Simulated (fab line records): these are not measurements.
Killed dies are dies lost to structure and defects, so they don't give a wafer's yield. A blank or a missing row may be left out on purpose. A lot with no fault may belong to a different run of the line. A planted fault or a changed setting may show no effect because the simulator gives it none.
Which tool was responsible?    flow berkeley cmos170    42 wafers from 14 lots sampled at 3 of the route's 331 steps

== WHAT EACH GAUGE READ, for each wafer ==
UCB170_CONTACT_CD_MEAS_15 targets a cd of 700 nm. Usual: cd nm reads 699.9 nm (standard deviation 1.4).
lot   measured      on         cd nm (nm)         flag
L543  day 6 22:12   cd sem-02  699.8 701.7 699.8  
L541  day 7 00:23   cd sem-01  699.4 700.4 699.9  
L546  day 7 20:14   cd sem-02  699.9 701.7 698.9  
L547  day 8 03:14   cd sem-02  698.3 699.1 699.4  
L549  day 9 03:19   cd sem-02  699.8 700.4 699.5  
L554  day 9 18:56   cd sem-02  698.8 699.3 698.9  
L555  day 9 23:18   cd sem-02  698.1 698.9 698.2  
L556  day 10 07:57  cd sem-01  698.8 699.3 699.9  
L558  day 11 06:06  cd sem-02  700.9 699.5 700.5  
L559  day 11 05:49  cd sem-02  701.6 702.2 700.9  
L560  day 11 06:36  cd sem-01  701.4 701.1 700.4  
L561  day 11 11:01  cd sem-01  701.2 700.6 700.9  
L563  day 12 05:59  cd sem-01  697.7 697.0 697.0  
L564  day 12 06:23  cd sem-02  697.0 697.3 697.8  

== EACH LOT AND THE TOOL THAT RAN IT (in order: tool; ch and the chambers of the sampled wafers; start) ==
lot   UCB170_CONTACT_CVD_01        UCB170_CONTACT_STRIP_06
L543  lpcvd-02 ch 1, day 6 18:29   plasma asher-02 ch 0,1, day 6 20:48
L541  lpcvd-02 ch 1, day 6 20:16   plasma asher-01 ch 1, day 6 22:33
L546  lpcvd-02 ch 1, day 7 16:35   plasma asher-04 ch 0,1, day 7 18:55
L547  lpcvd-02 ch 1, day 7 23:29   plasma asher-02 ch 0,1, day 8 01:46
L549  lpcvd-01 ch 1, day 8 22:35   plasma asher-02 ch 0,1, day 9 01:47
L554  lpcvd-01 ch 1, day 9 15:13   plasma asher-02 ch 0,1, day 9 17:40
L555  lpcvd-01 ch 0, day 9 19:05   plasma asher-04 ch 0,1, day 9 21:52
L556  lpcvd-01 ch 0, day 10 03:56  plasma asher-02 ch 0,1, day 10 06:14
L558  lpcvd-02 ch 0, day 11 01:43  plasma asher-04 ch 0,1, day 11 04:07
L559  lpcvd-02 ch 0, day 11 01:43  plasma asher-01 ch 1, day 11 04:01
L560  lpcvd-02 ch 1, day 11 01:43  plasma asher-02 ch 0,1, day 11 04:11
L561  lpcvd-02 ch 1, day 11 06:57  plasma asher-04 ch 0,1, day 11 09:37
L563  lpcvd-02 ch 1, day 12 01:29  plasma asher-01 ch 0,1, day 12 03:47
L564  lpcvd-02 ch 0, day 12 01:29  plasma asher-04 ch 0,1, day 12 04:10
- UCB170_CONTACT_CVD_01: deposits PSG from SiH4/O2/PH3, target thk 700 nm, time 2820 s.
- UCB170_CONTACT_STRIP_06: strips in O2.

== AS READ BY THE TOOLS THEMSELVES (means over the sampled wafers that have a number; for cases with no such wafer, the mark the record gives instead) ==
UCB170_CONTACT_CVD_01. Usual: ph3 flow sccm 25.01 sccm, standard deviation 0.085; pressure mtorr 300.0 mTorr, standard deviation 0.63.
lot   tool      ph3 flow sccm (sccm)  pressure mtorr (mTorr)  flag
L543  lpcvd-02  25.05                 298.4                   
L541  lpcvd-02  25.06                 300.0                   
L546  lpcvd-02  30.01                 300.5                   OFF
L547  lpcvd-02  29.98                 300.4                   OFF
L549  lpcvd-01  25.10                 300.3                   
L554  lpcvd-01  25.03                 300.1                   
L555  lpcvd-01  25.00                 300.2                   
L556  lpcvd-01  25.07                 300.2                   
L558  lpcvd-02  25.00                 299.8                   
L559  lpcvd-02  25.07                 300.8                   
L560  lpcvd-02  25.05                 300.0                   
L561  lpcvd-02  24.98                 300.2                   
L563  lpcvd-02  24.93                 300.1                   
L564  lpcvd-02  24.98                 299.6                   

UCB170_CONTACT_STRIP_06. Usual: drypump motor current A 5.6 A, standard deviation 0.61; oes product au 0.734 a.u., standard deviation 0.0047; strip time to endpoint s 21.98 s, standard deviation 0.065.
lot   tool             drypump motor current A (A)  oes product au (a.u.)  strip time to endpoint s (s)  flag
L543  plasma asher-02  6.0                          0.732                  21.95                         
L541  plasma asher-01  5.5                          0.737                  21.92                         
L546  plasma asher-04  5.6                          0.733                  21.86                         
L547  plasma asher-02  6.0                          0.737                  22.02                         
L549  plasma asher-02  6.3                          0.733                  21.99                         
L554  plasma asher-02  6.3                          0.734                  22.00                         
L555  plasma asher-04  5.1                          0.728                  21.99                         
L556  plasma asher-02  6.2                          0.734                  21.99                         
L558  plasma asher-04  5.1                          0.732                  22.02                         
L559  plasma asher-01  5.5                          0.736                  21.97                         
L560  plasma asher-02  6.0                          0.733                  22.00                         
L561  plasma asher-04  5.6                          0.733                  21.91                         
L563  plasma asher-01  5.4                          0.738                  21.99                         
L564  plasma asher-04  5.6                          0.738                  22.04                         

== THE ANSWER, worked out from the rows above alone ==
Rule: take the mean of a lot's wafers that have a number; if it is more than 3 standard deviations from the usual mean, the lot is off. Also off: a lot with no number at a reading for which 4 or more lots have one. All remaining lots with rows at the step are treated as sound. The gauges are gone through in route order, then the tools' own readings, and for those a lot's mean is taken as printed above. At the first step where some lot is off, the reading lying furthest off is the one used; lots without a number count as furthest.
Off, at UCB170_CONTACT_CVD_01 on ph3 flow sccm: L546, L547.
A tool fits if, at that step or a process step before it, it ran every lot that is off, and no sound lot after the first of them. No candidate that was tried fits.

== WHAT HAD BEEN PUT IN BY THE SIMULATOR ==
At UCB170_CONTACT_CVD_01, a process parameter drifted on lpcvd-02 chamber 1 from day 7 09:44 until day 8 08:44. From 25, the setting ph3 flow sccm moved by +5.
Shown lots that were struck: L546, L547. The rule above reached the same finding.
